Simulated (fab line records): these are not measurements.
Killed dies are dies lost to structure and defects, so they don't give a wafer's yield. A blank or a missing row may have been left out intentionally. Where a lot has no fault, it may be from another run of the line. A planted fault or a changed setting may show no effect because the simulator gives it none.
8D (eight disciplines) problem report, filled in by code | flow berkeley cmos170 | the parts of the form that need people (team, actions taken, sign-off) are left out

1. THE PROBLEM
Mean of edge zone pressure frac at UCB170_V1_CMP_02: 1.038 across 5 wafers in 2 lots; on wafers with no fault it is 1.000 (standard deviation 0.0051). Relative to the usual mean, that is a shift of +7.5 standard deviations.
The step: polishes SiO2.
The first sign was on wafer L315.2 at day 7 20:34, on cmp-02. At this step, 41 wafers from 14 lots have a number in the record. Rule for "out" (also "out of limits"): further than 4 standard deviations from the usual mean. The rest of the wafers with a number are treated as sound.

2. WHAT THIS IS AND IS NOT
question                    | is                      | is not
which readings at this step | edge zone pressure frac | motor current A
which lots                  | L315, L316              | L312, L313, L314, L325, L326, L328, L329, L330, L331, L332, L333, L335
which wafers of those lots  | all that have a number  | -
read on which tools         | cmp-02                  | cmp-01
when                        | from day 7 20:34        | up to then (9 sound wafers); but 27 sound wafers of L325, L326, L328, L329, L330, L331, L332, L333, L335 came after

3. WHAT RULES OUT EACH SUSPECT
Counting: a tool at a process step up to the reading stays a suspect if it ran every lot that is out and no sound lot after the first of them.
- plasma asher-02 at UCB170_BACKSIDE_STRIP_03 (strips in O2): ruled out as a lasting fault. Following L315 (day 7 04:43), the first lot on it that is out, the sound lots L325, L330 were run on it.
- cmp-02 at UCB170_V1_CMP_02 (polishes SiO2): ruled out as a lasting fault. Following L315 (day 7 20:34), the first lot on it that is out, the sound lots L329, L330, L332, L335 were run on it.
Left after counting: nothing in the record.

4. THE CAUSE (what the simulator had put in)
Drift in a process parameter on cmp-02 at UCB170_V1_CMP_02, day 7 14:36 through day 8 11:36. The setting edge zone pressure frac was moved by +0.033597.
Counting ruled it out, wrongly.

5. THE EFFECT CHAIN, in route order
One row per reading whose mean, taken over the struck wafers that have a number, lies over 3 standard deviations from the usual. Scope: only readings with a usual standard deviation given in the record; hours: median across lots of the time from each lot's start at the first step in this table that gives one to its start at this step; sigmas: change in usual standard deviations.
hours | step             | reading                 | usual | on struck wafers | change | sigmas
0     | UCB170_V1_CMP_02 | edge zone pressure frac | 1.000 | 1.038            | +0.038 | +7.5
The process steps in it:
- UCB170_V1_CMP_02: polishes SiO2.

6. HOW IT WOULD HAVE BEEN CAUGHT EARLIER
In this record the first reading out of limits was taken at day 7 20:34, 6 hours after the fault began at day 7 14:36.
